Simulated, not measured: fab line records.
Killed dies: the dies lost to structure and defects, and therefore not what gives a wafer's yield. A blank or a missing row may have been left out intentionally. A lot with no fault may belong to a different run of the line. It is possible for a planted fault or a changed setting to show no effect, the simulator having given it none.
Problem report in the 8D (eight disciplines) form, filled by code ; flow berkeleyCmos170 ; the parts of the form that need people (team, actions taken, sign-off) are left out

## 1. WHAT IS WRONG
Wafers without a fault read 158.6 s, standard deviation 0.65; runLengthS at UCB170_M1_METAL_ETCH_12 reads a mean of 149.4 s on 3 wafers belonging to 2 lots. That is -14 standard deviations from the usual mean.
The step: etches Al in Cl2/BCl3, stops on PSG, target depth 780 nm, time 130 s.
First observed at day 10 01:32: wafer L298.2, on rieMetal-02. At this step, 18 wafers from 6 lots have a number in the record. The rule behind "out" and "out of limits": a value lying over 4 standard deviations away from the usual mean. The rest of the wafers with a number are treated as sound.

## 2. WHAT IT IS; WHAT IT IS NOT
question;is;is not
which readings at this step;runLengthS, oesProductAu;drypumpMotorCurrentA, heBacksideLeakSccm, throttleValvePct
which lots;L298, L301;L296, L297, L299, L309
which wafers of those lots;L298.2, L298.4, L301.5;L298.1, L301.4, L301.6
read on which tools;rieMetal-02;rieMetal-01, rieMetal-03
when;from day 10 01:32;"up to then (10 sound wafers); but 5 sound wafers of L301, L309 came after"

## 3. SUSPECTS, AND WHAT RULES EACH OUT
Counting: if a tool at a process step up to the reading ran every lot that is out, it stays a suspect. Sound lots after the first of them don't rule it out here, since some wafers of a struck lot are sound.
- pvdSputter-02 at UCB170_M1_SPUTTER_00 (material Al, target thk 600 nm, time 80 s): kept. It ran every lot that is out, first L298 (day 9 23:35).
- rieMetal-02 at UCB170_M1_METAL_ETCH_12 (etches Al in Cl2/BCl3, stops on PSG, target depth 780 nm, time 130 s): kept. Every lot that is out went through it, the first being L298 (day 10 01:32); the last sound lot it ran before that was L296 (day 9 21:21). On those wafers its own readings are out: oesProductAu, runLengthS.
- Within rieMetal-02 at UCB170_M1_METAL_ETCH_12: the wafers that are out ran in chamber 0; their sound lot-mates ran in chamber 1.
After counting, pvdSputter-02 at UCB170_M1_SPUTTER_00 and rieMetal-02 at UCB170_M1_METAL_ETCH_12 remain.

## 4. THE CAUSE (what the simulator had put in)
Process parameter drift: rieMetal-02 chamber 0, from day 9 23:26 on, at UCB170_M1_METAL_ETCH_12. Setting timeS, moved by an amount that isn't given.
Of the 2 suspects that counting leaves, this tool is one.

## 5. THE CHAIN OF EFFECTS, in route order
One row per reading whose mean, taken over the struck wafers that have a number, lies over 3 standard deviations from the usual. Only readings for which the record gives a usual standard deviation are gone through. hours: the time from each lot's start at the first step in this table that gives one to its start at this step, as a median over the lots. sigmas: the change in usual standard deviations.
hours;step;reading;usual;on struck wafers;change;sigmas
0;UCB170_M1_METAL_ETCH_12;oesProductAu;0.853 a.u.;0.920;+0.067;+4.5
0;UCB170_M1_METAL_ETCH_12;runLengthS;158.6 s;149.4;-9.2;-14
It contains these process steps:
- UCB170_M1_METAL_ETCH_12: etches Al in Cl2/BCl3, stops on PSG, target depth 780 nm, time 130 s.

## 6. WHAT WOULD HAVE CAUGHT IT SOONER
2 hours passed between the start of the fault at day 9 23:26 and the first reading out of limits in this record, taken at day 10 01:32.
